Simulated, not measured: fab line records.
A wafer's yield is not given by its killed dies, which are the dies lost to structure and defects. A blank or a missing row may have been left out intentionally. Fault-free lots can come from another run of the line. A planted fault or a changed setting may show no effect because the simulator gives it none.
2 desks, one fault    flow berkeleyCmos170    numbers are kept per desk, each desk with only its own; the story behind them comes last

## FOR THE TOOL OWNER'S DESK: implanter-01
For each lot that ran on this tool, the mean over its sampled wafers that have a number, from the tool's own readings at UCB170_PFIELD_IMPLANT_07. Any lot whose mean is over 4 standard deviations away from the usual mean is out of limits and marked OUT; that distance is given in the brackets.
Columns: A = beamEnergyKeV at UCB170_PFIELD_IMPLANT_07, usual 79.998
lot   first seen here  A
L323  day 5 02:16      79.972
L328  day 6 11:30      52.007 (-99 or more) OUT
L329  day 6 11:45      52.020 (-99 or more) OUT
L326  day 6 11:59      52.017 (-99 or more) OUT
This desk's verdict: out of limits on L326, L328, L329, starting with L328 at day 6 11:30 (beamEnergyKeV at UCB170_PFIELD_IMPLANT_07). In limits: L323.

## THE METROLOGY DESK
What the gauges read for every lot (on any tool): the sampled wafers with a number, averaged. Any lot whose mean is over 4 standard deviations away from the usual mean is out of limits and marked OUT; that distance is given in the brackets.
Columns: A = PFIELD_TW at UCB170_PFIELD_TW_MEAS_09, usual 603; B = FIELD_OXIDE_LEFT_2_THK at UCB170_FIELD_THK_MEAS_91, usual 352 nm; C = NSD_OVL at UCB170_NSD_OVL_MEAS_07, usual -2 nm
lot   first seen here  A               B    C
L320  day 4 01:14      607             352  -3
L321  day 4 16:41      605             357  -9
L323  day 5 02:31      600             350  -10
L328  day 6 11:46      574 (-6.1) OUT  351  -6
L329  day 6 11:59      566 (-7.6) OUT  366  -9
L326  day 6 12:11      567 (-7.5) OUT  365  -11
L332  day 7 06:01      599             353  -6
L335  day 7 18:56      599             353  -7
L336  day 8 03:51      608             351  -4
L338  day 8 13:14      611             346  1
L341  day 8 20:12      610             351  0
L339  day 8 20:25      610             352  2
L340  day 8 20:41      602             352  1
This desk's finding: out of limits on L326, L328, L329; first on L328, day 6 11:46 (PFIELD_TW at UCB170_PFIELD_TW_MEAS_09). In limits: L320, L321, L323, L332, L335, L336, L338, L341, L339, L340.

## PUT TOGETHER
The tool owner's desk had the chance to raise an alarm at day 6 11:30 on L326, L328, L329.
Metrology desk: alarm possible at day 6 11:46 on L326, L328, L329.
UCB170_PFIELD_IMPLANT_07 was run on implanter-01 by each of the lots named.

## WHAT THE SIMULATOR HAD PUT IN
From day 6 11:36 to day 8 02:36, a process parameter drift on implanter-01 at UCB170_PFIELD_IMPLANT_07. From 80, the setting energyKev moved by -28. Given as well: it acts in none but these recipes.
Lots struck among those shown: L326, L328, L329.
